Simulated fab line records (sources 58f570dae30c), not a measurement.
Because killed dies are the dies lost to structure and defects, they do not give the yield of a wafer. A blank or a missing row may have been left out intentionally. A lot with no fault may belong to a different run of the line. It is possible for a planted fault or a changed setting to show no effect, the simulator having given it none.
8D (eight disciplines) problem report, filled in by code || flow berkeleyCmos170 || the parts of the form that need people (team, actions taken, sign-off) are left out

## 1. THE PROBLEM
At UCB170_M1_SPUTTER_00, chamberPressurePa averages 0.5329 Pa over 2 wafers from 2 lots, while fault-free wafers read 0.4998 Pa, standard deviation 0.0011. That is +30 standard deviations from the usual mean.
The step: material Al, target thk 600 nm, time 80 s.
First seen on wafer L181.2, day 9 20:28, on pvdSputter-02. Wafers with a number at this step in the record: 42, from 14 lots. By rule, "out" or "out of limits" means more than 4 standard deviations away from the usual mean. The rest of the wafers with a number are treated as sound.

## 2. WHAT IT IS, AND WHAT IT ISN'T
{"question": "which readings at this step", "is": "chamberPressurePa", "is not": "-"}
{"question": "which lots", "is": "L178, L181", "is not": "L173, L174, L175, L179, L184, L187, L190, L192, L193, L194, L195, L196"}
{"question": "which wafers of those lots", "is": "L178.5, L181.2", "is not": "L178.2, L178.6, L181.4, L181.5"}
{"question": "read on which tools", "is": "pvdSputter-02", "is not": "pvdSputter-01, pvdSputter-03"}
{"question": "when", "is": "from day 9 20:28", "is not": "up to then (11 sound wafers); but 29 sound wafers of L178, L179, L184, L187, L190, L192, L193, L194, L195, L196 came after"}

## 3. WHAT RULES OUT EACH SUSPECT
Counting: if a tool at a process step up to the reading ran every lot that is out, it stays a suspect. Sound lots after the first of them don't rule it out here, since some wafers of a struck lot are sound.
- pvdSputter-02 at UCB170_M1_SPUTTER_00 (material Al, target thk 600 nm, time 80 s): kept. Ran every lot that is out, first one L181 (day 9 20:28); last sound lot up to then L174 (day 8 15:52). Its own chamberPressurePa readings are out on those wafers.
After counting, what remains is pvdSputter-02 at UCB170_M1_SPUTTER_00.

## 4. THE CAUSE (what the simulator had put in)
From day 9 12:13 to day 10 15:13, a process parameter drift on pvdSputter-02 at UCB170_M1_SPUTTER_00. Setting chamberPressurePa shifted by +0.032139 from 0.5. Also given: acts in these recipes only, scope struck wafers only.
Only this tool survived the counting.

## 5. SEQUENCE OF EFFECTS, ordered by route
Each row: a reading whose mean over the struck wafers that have a number lies more than 3 standard deviations from the usual. Scope: only readings with a usual standard deviation given in the record; hours: median across lots of the time from each lot's start at the first step in this table that gives one to its start at this step; sigmas: change in usual standard deviations.
{"hours": 0, "step": "UCB170_M1_SPUTTER_00", "reading": "chamberPressurePa", "usual": "0.4998 Pa", "on struck wafers": 0.5329, "change": "+0.0331", "sigmas": "+30"}
The process steps in it:
- UCB170_M1_SPUTTER_00: material Al, target thk 600 nm, time 80 s.

## 6. HOW IT WOULD HAVE BEEN CAUGHT EARLIER
In this record no reading fell out of limits until day 9 20:28, 8 hours after the fault had begun at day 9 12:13.
